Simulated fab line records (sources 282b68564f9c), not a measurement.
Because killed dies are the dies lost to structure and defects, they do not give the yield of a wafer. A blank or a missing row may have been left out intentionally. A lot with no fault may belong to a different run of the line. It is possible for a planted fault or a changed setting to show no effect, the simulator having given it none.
Struck lot and sound lot, side by side | flow rit cmos | 45 out of 202 route steps
Sound: wafers L440.1, L440.4, L440.5. Wafers struck: L446.1, L446.4, L446.5. The cause is named last.
For every step that has rows: the tool of each side, followed by ch and its chambers, followed by its first start. Under that, the readings that differ: sound wafers | struck wafers | difference of the means | sigmas: that difference in standard deviations of wafers without a fault.
alike: same words and numbers on both sides, and readings whose means sit less than 2 such deviations apart. not compared: any withheld reading, any reading some wafer has no value for, any bound like >300 that may hide the same value, and any number with overlapping values for which the record gives no deviation.
Wherever a step has rows on one side only, a row that says differs or no value, or a row with sigmas, the two part there. When numbers do not overlap yet have no deviation, they are printed without sigmas and do not part them. Lack of a reading on every wafer of one side parts them only where that side has two or more wafers.

first, 1 step without rows for these wafers: RIT_ACTIVE_DEVELOP_10 (develop time 50 s).
RIT_ACTIVE_CD_MEAS_11 targets a cd of 1400 nm.
  struck on cd sem-01, day 3 07:50; sound on cd sem-01, day 1 20:22
  alike: cd nm
then, 1 step without rows for these wafers: RIT_ACTIVE_HARDBAKE_12 (time 60 s).
RIT_ACTIVE_ETCH_13: etches Si3N4 in SF6, stops on SiO2, time 210 s, target depth 210 nm.
  sound on rie diel-03 ch 0,1,3, day 1 20:38; struck on rie diel-03 ch 2,3, day 3 08:07
  alike: drypump motor current A, oes product au, throttle valve pct
  not compared: rf hours counter h
RIT_ACTIVE_STRIP_14: strips in O2, time 180 s.
  sound on plasma asher-02 ch 0,1, day 1 20:46; struck on plasma asher-03 ch 0,1, day 3 08:15
  alike: drypump motor current A
  not compared: rf hours counter h
RIT_ACTIVE_CD_MEAS_90 targets a cd of 1400 nm.
  struck on cd sem-01, day 3 08:25; sound on cd sem-02, day 1 20:56
  alike: cd nm
then, 4 steps without rows for these wafers: RIT_ACTIVE_CLEAN_15 (cleans in SC1, time 600 s); RIT_ACTIVE_CLEAN_16 (cleans in dHF, time 30 s); RIT_ACTIVE_CLEAN_17 (cleans in SC2, time 600 s); RIT_FOX1_OXIDATION_00 (target thk 350.7 nm, ox time 1130 s).
RIT_FOX1_THK_MEAS_01:
  struck on film metro-04, day 3 13:51; sound on film metro-02, day 2 01:25
  reading             | sound       | struck      | difference | sigmas
  FOX1_OXIDE_THK (nm) | 355 355 355 | 333 334 332 | -22        | -3
then, 1 step without rows for these wafers: RIT_FOX1_WET_ETCH_02 (etches SiO2 in BOE, target depth 350 nm, time 390 s).
RIT_FOX2_OXIDATION_00: target thk 350.7 nm, ox time 1130 s.
  sound on furnace-03 ch 0, day 2 03:21; struck on furnace-01 ch 0, day 3 17:39
  reading                                     | sound                | struck               | difference | sigmas
  spike tc centre C (C)                       | 1104.4 1102.0 1102.6 | 1123.6 1126.0 1121.9 | +20.8      | +19
  spike tc load C (C)                         | 1125.6 1125.6 1127.2 | 1149.4 1149.5 1147.8 | +22.8      | +21
  spike tc source C (C)                       | 1124.9 1123.1 1126.0 | 1149.9 1155.2 1151.9 | +27.7      | +15
  tube center temp C (C)                      | 1100 1099.8 1099.9   | 1121.7 1121.9 1121.6 | +21.8      | +99 or more
  tube_center_temp_C_max                      | 1102.3 1102.3 1102.9 | 1124.9 1124.6 1124.9 | +22.3      | +48
  model.SiO2_of_FOX2_OXIDATION_00.thk nm (nm) | 343.1 347 344.7      | 384.2 388.8 387      | +41.7      |
RIT_FOX2_THK_MEAS_01:
  struck on film metro-03, day 3 18:58; sound on film metro-03, day 2 04:40
  reading             | sound       | struck      | difference | sigmas
  FOX2_OXIDE_THK (nm) | 343 347 345 | 384 389 387 | +42        | +7
then, 2 steps without rows for these wafers: RIT_FOX2_CLEAN_02 (cleans in dHF, time 180 s); RIT_FOX2_WET_ETCH_03 (etches Si3N4 in H3PO4, target depth 195 nm, time 2700 s).
RIT_FOX2_THK_MEAS_90:
  struck on film metro-04, day 3 19:50; sound on film metro-03, day 2 05:48
  reading                     | sound       | struck      | difference | sigmas
  FIELD_OXIDE_LEFT_1_THK (nm) | 316 320 318 | 357 361 359 | +41        | +6
then, 6 steps without rows for these wafers: RIT_NWELL_HMDS_00 (prime time 60 s); RIT_NWELL_COAT_01 (resist thk 1300 nm); RIT_NWELL_SOFTBAKE_02 (time 60 s); RIT_NWELL_EXPOSE_03 (exposes mask M2, target cd 43900 nm); RIT_NWELL_PEB_04; RIT_NWELL_DEVELOP_05 (develop time 68 s).
RIT_NWELL_OVL_MEAS_06:
  struck on overlay-01, day 3 21:01; sound on overlay-02, day 2 06:44
  alike: NWELL_OVL
then, 2 steps without rows for these wafers: RIT_NWELL_HARDBAKE_07 (time 120 s); RIT_NWELL_IMPLANT_08.
RIT_NWELL_STRIP_09: strips in O2, time 180 s.
  sound on plasma asher-01 ch 0,1, day 2 07:11; struck on plasma asher-01 ch 0,1, day 3 21:28
  alike: drypump motor current A
  not compared: rf hours counter h
RIT_NWELL_TW_MEAS_10:
  struck on film metro-01, day 3 21:38; sound on film metro-01, day 2 07:21
  alike: NWELL_TW
then, 6 steps without rows for these wafers: RIT_PWELL_HMDS_00 (prime time 60 s); RIT_PWELL_COAT_01 (resist thk 1300 nm); RIT_PWELL_SOFTBAKE_02 (time 60 s); RIT_PWELL_EXPOSE_03 (exposes mask M3, target cd 43700 nm); RIT_PWELL_PEB_04; RIT_PWELL_DEVELOP_05 (develop time 68 s).
RIT_PWELL_OVL_MEAS_06:
  struck on overlay-01, day 3 22:45; sound on overlay-01, day 2 08:25
  reading        | sound       | struck         | difference | sigmas
  PWELL_OVL (nm) | 2.9 2.7 2.0 | -1.4 -2.1 -2.5 | -4.5       | -3
then, 2 steps without rows for these wafers: RIT_PWELL_HARDBAKE_07 (time 120 s); RIT_PWELL_IMPLANT_08.
RIT_PWELL_STRIP_09: strips in O2, time 180 s.
  sound on plasma asher-01 ch 0,1, day 2 08:51; struck on plasma asher-01 ch 0,1, day 3 23:11
  alike: drypump motor current A
  not compared: rf hours counter h
RIT_PWELL_TW_MEAS_10:
  struck on film metro-01, day 3 23:22; sound on film metro-02, day 2 09:02
  alike: PWELL_TW
then, 1 step without rows for these wafers: RIT_WELLDRIVE_ANNEAL_00 (time 14700 s).
RIT_WELLDRIVE_RS_MEAS_01: a four-point-probe measurement.
  struck on film metro-01, day 4 09:01; sound on film metro-01, day 2 18:43
  alike: NWELL_RS
RIT_WELLDRIVE_RS_MEAS_02: a four-point-probe measurement.
  struck on film metro-01, day 4 09:08; sound on film metro-01, day 2 18:50
  alike: PWELL_RS
RIT_FOX2_THK_MEAS_91:
  struck on film metro-04, day 4 13:08; sound on film metro-01, day 2 22:37
  reading                     | sound       | struck      | difference | sigmas
  FIELD_OXIDE_LEFT_2_THK (nm) | 248 252 250 | 288 293 291 | +41        | +6
RIT_SILICIDE_WET_ETCH_00: etches SiO2 in BOE, target depth 14 nm, time 15 s.
  sound on wet bench-01 ch 3, day 4 03:11; struck on wet bench-03 ch 2, day 5 18:13
  reading                                     | sound             | struck          | difference | sigmas
  model.SiO2_of_FOX2_OXIDATION_00.thk nm (nm) | 143.6 148.1 147.2 | 184.3 188.9 185 | +39.8      |
RIT_M1_PROBE_99:
  struck on prober-01, day 6 06:46; sound on prober-02, day 4 09:57
  reading                      | sound                | struck               | difference | sigmas
  killed_at_M0_to_M3           | 0 0 0                | 1 0 0                | +0         | +4
  killed open                  | 2 4 1                | 9 8 4                | +5         | +2
  model.etest.pwell.rs ohm sq  | 407.1 414.4 415.8    | 425.6 433.1 431.3    | +17.6      |
  model.etest.field n.vt v (V) | 33.94 34.55 34.26    | 39.07 39.62 39.22    | +5.05      |
  model.etest.field p.vt v (V) | -12.38 -12.46 -12.44 | -13.42 -13.49 -13.46 | -1.03      |
  alike: killed at contacts, killed at front end, killed dies, killed short
  not compared: model.etest.pldd.width nm, model.etest.nldd.width nm

WHERE THEY PART
At RIT_FOX1_THK_MEAS_01 first; at RIT_M1_PROBE_99 last (within this record only).

WHY: what the simulator had put in
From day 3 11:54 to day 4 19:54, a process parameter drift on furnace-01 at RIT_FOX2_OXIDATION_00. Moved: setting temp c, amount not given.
